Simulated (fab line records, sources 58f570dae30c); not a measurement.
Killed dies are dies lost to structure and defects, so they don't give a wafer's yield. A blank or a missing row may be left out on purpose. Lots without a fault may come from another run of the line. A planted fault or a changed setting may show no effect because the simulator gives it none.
Which tool did it? | flow berkeley_cmos170 | 14 lots, 42 wafers sampled, at 5 steps of a route of 331

WHAT THE GAUGES READ, wafer by wafer
UCB170_PLDD_TW_MEAS_11.
lot  | measured     | on            | PLDD_TW
L695 | day 6 01:04  | film_metro-02 | 1022 1014 1019
L696 | day 6 01:42  | film_metro-02 | 1020 1024 1021
L699 | day 7 01:40  | film_metro-03 | 1005 1006 998
L698 | day 7 01:53  | film_metro-03 | 1005 1007 1004
L700 | day 7 02:27  | film_metro-02 | 1020 1022 1025
L701 | day 8 02:21  | film_metro-03 | 1012 1013 1008
L702 | day 8 02:38  | film_metro-03 | 1009 1011 1011
L705 | day 8 06:47  | film_metro-01 | 1007 1004 1003
L706 | day 8 11:58  | film_metro-03 | 1011 1017 1009
L707 | day 8 12:46  | film_metro-02 | 1161 1160 1161
L708 | day 9 04:18  | film_metro-02 | 1021 1018 1022
L712 | day 10 03:47 | film_metro-02 | 1149 1143 1145
L716 | day 10 19:01 | film_metro-01 | 996 997 997
L718 | day 11 15:23 | film_metro-01 | 990 994 994

UCB170_SPACER_THK_MEAS_01.
lot  | measured     | on            | SPACER_TEOS_THK (nm)
L695 | day 6 03:37  | film_metro-01 | 370 370 378
L696 | day 6 04:22  | film_metro-04 | 377 377 380
L699 | day 7 04:33  | film_metro-04 | 372 379 376
L698 | day 7 04:56  | film_metro-01 | 376 370 380
L700 | day 7 05:16  | film_metro-04 | 367 368 377
L701 | day 8 04:27  | film_metro-04 | 369 377 377
L702 | day 8 04:43  | film_metro-03 | 374 374 376
L705 | day 8 09:30  | film_metro-03 | 381 374 375
L706 | day 8 14:02  | film_metro-04 | 378 372 375
L707 | day 8 15:05  | film_metro-01 | 370 378 381
L708 | day 9 06:49  | film_metro-01 | 377 376 383
L712 | day 10 06:08 | film_metro-04 | 373 378 382
L716 | day 10 21:06 | film_metro-01 | 378 380 379
L718 | day 11 18:10 | film_metro-04 | 376 376 379

UCB170_NSD_CD_MEAS_06: target cd 1200 nm.
lot  | measured     | on        | cd_nm (nm)
L695 | day 6 14:57  | cd_sem-02 | 1201.7 1200.3 1201.3
L696 | day 6 15:12  | cd_sem-01 | 1202.2 1201.7 1201.3
L699 | day 7 11:19  | cd_sem-02 | 1201.4 1201.2 1200.8
L698 | day 7 11:46  | cd_sem-01 | 1199.8 1200.0 1200.0
L700 | day 7 11:31  | cd_sem-01 | 1201.4 1199.8 1201.4
L701 | day 8 12:06  | cd_sem-02 | 1197.1 1197.2 1195.6
L702 | day 8 12:12  | cd_sem-02 | 1197.8 1198.5 1197.6
L705 | day 8 16:26  | cd_sem-02 | 1198.2 1198.2 1197.5
L706 | day 8 22:20  | cd_sem-01 | 1198.2 1198.6 1199.9
L707 | day 8 22:38  | cd_sem-02 | 1200.9 1200.6 1200.0
L708 | day 9 17:20  | cd_sem-01 | 1200.0 1199.7 1200.2
L712 | day 10 14:58 | cd_sem-01 | 1200.4 1199.9 1200.9
L716 | day 11 08:23 | cd_sem-02 | 1199.4 1200.9 1198.9
L718 | day 12 05:35 | cd_sem-02 | 1200.1 1198.1 1200.6

UCB170_SDANNEAL_RS_MEAS_04: measures by four-point-probe.
lot  | measured     | on            | PLDD_RS (ohm/sq)
L695 | day 6 16:43  | film_metro-03 | 1036.3 1034.8 1035.8
L696 | day 6 16:58  | film_metro-02 | 1027.2 1028.3 1032.6
L699 | day 7 13:35  | film_metro-03 | 1035.0 1033.7 1033.2
L698 | day 7 14:17  | film_metro-03 | 1029.8 1026.5 1030.1
L700 | day 7 13:54  | film_metro-01 | 1032.3 1028.6 1031.4
L701 | day 8 13:50  | film_metro-03 | 1032.3 1029.6 1030.6
L702 | day 8 14:04  | film_metro-01 | 1035.2 1033.9 1032.3
L705 | day 8 18:10  | film_metro-01 | 1032.3 1033.3 1031.5
L706 | day 9 00:05  | film_metro-01 | 1032.5 1028.2 1035.5
L707 | day 9 00:35  | film_metro-03 | 754.8 756.0 756.8
L708 | day 9 19:05  | film_metro-02 | 1035.9 1034.7 1037.2
L712 | day 10 16:45 | film_metro-03 | 752.9 754.8 756.0
L716 | day 11 10:07 | film_metro-02 | 1031.6 1032.2 1032.6
L718 | day 12 10:14 | film_metro-03 | 1034.4 1031.2 1032.2

WHICH TOOL RAN EACH LOT (tool, then ch and the chambers of the sampled wafers, then the start)
lot  | UCB170_PLDD_IMPLANT_08
L695 | implanter-01 ch 0, day 6 00:40
L696 | implanter-03 ch 0, day 6 01:18
L699 | implanter-03 ch 0, day 7 01:17
L698 | implanter-01 ch 0, day 7 01:29
L700 | implanter-04 ch 0, day 7 02:03
L701 | implanter-04 ch 0, day 8 01:58
L702 | implanter-01 ch 0, day 8 02:14
L705 | implanter-03 ch 0, day 8 06:26
L706 | implanter-01 ch 0, day 8 11:34
L707 | implanter-04 ch 0, day 8 11:55
L708 | implanter-01 ch 0, day 9 03:55
L712 | implanter-03 ch 0, day 10 03:05
L716 | implanter-03 ch 0, day 10 18:37
L718 | implanter-03 ch 0, day 11 15:01
- UCB170_PLDD_IMPLANT_08

WHAT THE TOOLS THEMSELVES READ (means of the sampled wafers that have a number; where no wafer has one, the mark that the record gives instead)
The record holds no such reading with a usual standard deviation.

THE ANSWER, worked out from the rows above alone
Rule: what is usual is taken from the lots themselves. Put in order of their means at a reading, lots are off if they are a third of the lots or fewer, leave a main group of 4 or more, and stand apart from it by a gap of 3 or more times the standard deviation of the main group's means; of several such gaps the widest counts. A main group whose means are all the same, to the digits that the tables above print for the reading, isn't used. A lot without any number at a reading at which 4 lots or more have one is off too. The other lots that the step has rows for count as sound. The gauges are gone through in route order, then the tools' own readings, and for those a lot's mean is taken as printed above. The first step at which some lot is off is used, and at that step the reading that is off furthest; a lot without a number counts as furthest.
Off: L707, L712, at UCB170_PLDD_TW_MEAS_11 (PLDD_TW). The main group: mean 1010, standard deviation 9.3.
A tool fits if, at a process step before that reading, it ran every lot that is off, and no sound lot after the first of them. The gauges at UCB170_PLDD_TW_MEAS_11 aren't tried: what is off there is off at UCB170_SDANNEAL_RS_MEAS_04 too, on other tools, and a gauge's error can't cause that. None of those tried fits.

WHAT THE SIMULATOR HAD PUT IN
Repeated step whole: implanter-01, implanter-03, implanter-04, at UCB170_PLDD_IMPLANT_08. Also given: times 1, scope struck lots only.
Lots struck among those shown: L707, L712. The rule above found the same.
